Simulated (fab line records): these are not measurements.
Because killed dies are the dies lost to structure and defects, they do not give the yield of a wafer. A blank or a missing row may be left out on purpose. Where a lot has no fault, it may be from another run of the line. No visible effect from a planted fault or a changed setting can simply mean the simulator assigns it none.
Chamber matching    flow berkeley_cmos170    3 sister chambers for UCB170_V1_CVD_00 on pecvd-02
The step deposits SiO2 from TEOS/O2, target thk 2000 nm, time 250 s. 14 wafers are shown with their chamber, then 7 later ones without.

== WAFERS PAIRED WITH THEIR CHAMBERS ==
wafer   chamber  heater_power_w (W)  susceptor_temp_C (C)
L921.1  1        245                 389.83
L921.5  1        307                 389.95
L921.6  2        325                 389.58
L922.2  0        217                 390.00
L922.3  2        308                 390.14
L922.6  0        157                 390.06
L924.2  1        245                 390.55
L924.3  0        180                 390.13
L924.6  1        314                 390.28
L927.1  0        164                 389.94
L927.3  1        267                 389.99
L927.6  0        219                 390.41
L929.1  2        324                 390.02
L929.2  1        228                 389.94

SIGNATURES, as means of the wafers listed above
reading           chamber 0  chamber 1  chamber 2  scatter within a chamber
heater_power_w    187.40     267.67     319.00     30
susceptor_temp_C  390.1080   390.0900   389.9133   0.248
Rule: distance of a wafer from a chamber = root of the sum over the readings of ((wafer's reading minus chamber's mean) / reading's scatter) squared. The wafer belongs to the nearest chamber; if the next one is less than 2 further off, it can't be placed. The scatter is the square root of a quotient: the sum, over the shown wafers, of each reading's squared deviation from its chamber's mean, divided by wafers minus chambers.

== WAFERS MISSING THEIR CHAMBER ==
wafer   heater_power_w (W)  susceptor_temp_C (C)
L929.5  239                 390.13
L930.2  252                 390.09
L930.3  228                 389.80
L930.5  163                 390.13
L933.3  301                 389.62
L933.4  166                 389.53
L933.6  230                 389.88

== WHICH CHAMBER EACH WENT THROUGH ==
wafer   from the rows above           in truth
L929.5  can't be placed: 1 or 0 or 2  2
L930.2  can't be placed: 1 or 0 or 2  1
L930.3  can't be placed: 1 or 0 or 2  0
L930.5  0                             0
L933.3  can't be placed: 2 or 1       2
L933.4  can't be placed: 0 or 1       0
L933.6  can't be placed: 1 or 0 or 2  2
Correct placement for 1 of the 7. Not placeable from these rows: 6 (in 6, the candidates include the true chamber). 0 placed wrongly.
